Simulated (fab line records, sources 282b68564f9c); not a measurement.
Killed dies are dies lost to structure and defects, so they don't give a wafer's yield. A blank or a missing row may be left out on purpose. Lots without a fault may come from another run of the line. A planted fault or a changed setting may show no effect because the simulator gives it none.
A struck lot beside a sound one | flow rit_cmos | 17 steps out of a route of 202
Sound: wafers L172.1, L172.2, L172.3. Struck: wafers L164.1, L164.3, L164.5. The cause comes at the end.
At each step with rows: each side's tool, then ch and its chambers, then its first start. Under that, the readings that differ: sound wafers | struck wafers | difference of the means | sigmas: that difference in standard deviations of wafers without a fault.
alike: readings whose means differ by less than 2 such deviations, and words and numbers that are the same on both sides. not compared: withheld readings, readings that some wafer has no value for, bounds like >300 that may hide the same value, and numbers for which the record gives no deviation and whose values overlap.
The two part at a step that has a row with sigmas, a row that says differs or no value, or rows on one side only. Numbers that don't overlap but have no deviation are shown without sigmas and don't part them. A reading that every wafer of one side lacks parts them only if that side has two wafers or more.

first, 2 steps without rows for these wafers: RIT_NRETRO_HARDBAKE_07 (time 120 s); RIT_NRETRO_IMPLANT_08.
RIT_NRETRO_STRIP_09: strips in O2, time 180 s.
  sound on plasma_asher-01 ch 0,1, day 6 15:16; struck on plasma_asher-03 ch 0,1, day 4 14:19
  alike: drypump_motor_current_A, rf_refl_power_W
  not compared: rf_hours_counter_h
RIT_NRETRO_TW_MEAS_10:
  sound on film_metro-04, day 6 15:26; struck on film_metro-03, day 4 14:29
  reading   | sound          | struck         | difference | sigmas
  NRETRO_TW | 1047 1048 1046 | 1066 1073 1077 | +25        | +3
then, 6 steps without rows for these wafers: RIT_PRETRO_HMDS_00 (prime time 60 s); RIT_PRETRO_COAT_01 (resist thk 1300 nm); RIT_PRETRO_SOFTBAKE_02 (time 60 s); RIT_PRETRO_EXPOSE_03 (exposes mask M5, target cd 43700 nm); RIT_PRETRO_PEB_04; RIT_PRETRO_DEVELOP_05 (develop time 68 s).
RIT_PRETRO_OVL_MEAS_06:
  sound on overlay-01, day 6 16:31; struck on overlay-01, day 4 15:33
  alike: PRETRO_OVL
then, 1 step without rows for these wafers: RIT_PRETRO_HARDBAKE_07 (time 120 s).
RIT_PRETRO_IMPLANT_08:
  sound on implanter-04 ch 0, day 6 16:47; struck on implanter-03 ch 0, day 4 15:50
  reading                          | sound                      | struck                       | difference | sigmas
  beam_on_s (s)                    | 10.14 9.83 10.25           | 12.44 11.68 12.35            | +2.08      | +10
  end_station_pressure_torr (Torr) | 4.55e-06 4.96e-06 5.54e-06 | 8.833e-05 9.552e-05 0.000101 | +8.993e-05 | +99 or more
  faraday_current_uA               | 37.5 38.6 37.2             | 30.9 32.9 31.2               | -6.1       | -8
  alike: dose_ions_cm2
RIT_PRETRO_STRIP_09: strips in O2, time 180 s.
  sound on plasma_asher-02 ch 0,1, day 6 16:56; struck on plasma_asher-01 ch 0,1, day 4 15:59
  alike: drypump_motor_current_A, rf_refl_power_W
  not compared: rf_hours_counter_h
RIT_PRETRO_TW_MEAS_10:
  sound on film_metro-01, day 6 17:07; struck on film_metro-02, day 4 16:10
  reading   | sound       | struck      | difference | sigmas
  PRETRO_TW | 469 469 470 | 505 505 505 | +36        | +8
then, 1 step without rows for these wafers: RIT_GATE_WET_ETCH_00 (etches SiO2 in BOE, target depth 56 nm, time 60 s).
RIT_M1_PROBE_99:
  sound on prober-01, day 8 07:05; struck on prober-01, day 5 18:43
  reading                                    | sound                | struck               | difference | sigmas
  killed_at_front_end                        | 7 9 15               | 6 2 6                | -6         | -2
  killed_dies                                | 7 9 15               | 6 2 6                | -6         | -2
  model.etest.nmos_0p3.r_on_ohm_um           | 2134 2127 2150       | 2331 2354 2343       | +206       |
  model.etest.nmos_0p15.r_on_ohm_um          | 1120 1141 1117       | 1219 1242 1236       | +106       |
  model.etest.nmos_turned.drive_ua_um        | 331.6 333.3 332.6    | 265.6 255.6 264.2    | -70.7      |
  model.etest.nmos_0p15.drive_ua_um          | 475.7 472.5 470.8    | 415.5 411.5 406.6    | -61.8      |
  model.etest.nmos_0p3.drive_ua_um           | 229.5 228.8 223.1    | 198.4 199.2 199      | -28.3      |
  model.etest.nmos_narrow.drive_ua_um        | 228.8 223.6 218.4    | 198.8 197.6 200.3    | -24.7      |
  model.etest.nmos_0p15.off_log10_a_um       | -10.28 -10.23 -9.976 | -11.34 -11.13 -11.36 | -1.11      |
  model.etest.retro_edge_nmos.off_log10_a_um | -10.23 -9.986 -9.927 | -11.15 -11.01 -11.22 | -1.08      |
  alike: killed_on_rim, killed_open, killed_short

WHERE THEY PART
First at RIT_NRETRO_TW_MEAS_10; last, within this record, at RIT_M1_PROBE_99.

WHY: what the simulator had put in
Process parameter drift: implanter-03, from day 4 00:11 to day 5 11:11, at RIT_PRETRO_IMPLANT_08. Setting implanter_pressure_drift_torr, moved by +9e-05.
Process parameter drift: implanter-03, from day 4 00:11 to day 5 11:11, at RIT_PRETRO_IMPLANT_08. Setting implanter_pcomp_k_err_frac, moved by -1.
